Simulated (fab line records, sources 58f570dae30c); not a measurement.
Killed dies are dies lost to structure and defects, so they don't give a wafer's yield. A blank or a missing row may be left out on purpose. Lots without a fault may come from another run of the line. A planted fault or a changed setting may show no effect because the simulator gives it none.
Which tool did it? | flow berkeley_cmos170 | 6 lots, 18 wafers sampled, at 2 steps of a route of 331

WHAT THE GAUGES READ, wafer by wafer
UCB170_M3_RS_MEAS_02: measures by four-point-probe.
lot  | measured     | on            | M3_AL_RS (ohm/sq)
L409 | day 7 16:16  | film_metro-03 | 0.0325 0.0322 0.0324
L417 | day 9 10:13  | film_metro-01 | 0.0211 0.0315 0.0210
L421 | day 10 19:11 | film_metro-02 | 0.0329 0.0322 0.0323
L428 | day 11 12:58 | film_metro-03 | 0.0323 0.0321 0.0326
L425 | day 11 13:58 | film_metro-02 | 0.0322 0.0321 0.0321
L429 | day 12 02:16 | film_metro-01 | 0.0326 0.0319 0.0322

WHICH TOOL RAN EACH LOT (tool, then ch and the chambers of the sampled wafers, then the start)
lot  | UCB170_M3_SPUTTER_01
L409 | pvd_sputter-02, day 7 16:11
L417 | pvd_sputter-02, day 9 10:08
L421 | pvd_sputter-01, day 10 19:05
L428 | pvd_sputter-03, day 11 12:52
L425 | pvd_sputter-03, day 11 13:53
L429 | pvd_sputter-01, day 12 02:11
- UCB170_M3_SPUTTER_01: material Al, target thk 900 nm, time 120 s.

THE ANSWER, worked out from the rows above alone
Rule: what is usual is taken from the lots themselves. Put in order of their means at a reading, lots are off if they are a third of the lots or fewer, leave a main group of 4 or more, and stand apart from it by a gap of 3 or more times the standard deviation of the main group's means; of several such gaps the widest counts. A main group whose means are all the same, to the digits that the tables above print for the reading, isn't used. A lot without any number at a reading at which 4 lots or more have one is off too. The other lots that the step has rows for count as sound.
Off: L417, at UCB170_M3_RS_MEAS_02 (M3_AL_RS). The main group: mean 0.0323 ohm/sq, standard deviation 0.00011.
A tool fits if, at a process step before that reading, it ran every lot that is off, and no sound lot after the first of them. The gauges at UCB170_M3_RS_MEAS_02 are tried like those tools. One fits: pvd_sputter-02 at UCB170_M3_SPUTTER_01. Its last sound lot is L409 (day 7 16:11), its first lot that is off L417 (day 9 10:08): a fault that began between those two fits.

WHAT THE SIMULATOR HAD PUT IN
Process parameter drift: pvd_sputter-02, from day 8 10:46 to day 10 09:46, at UCB170_M3_SPUTTER_01. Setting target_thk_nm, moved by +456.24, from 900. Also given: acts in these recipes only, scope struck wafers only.
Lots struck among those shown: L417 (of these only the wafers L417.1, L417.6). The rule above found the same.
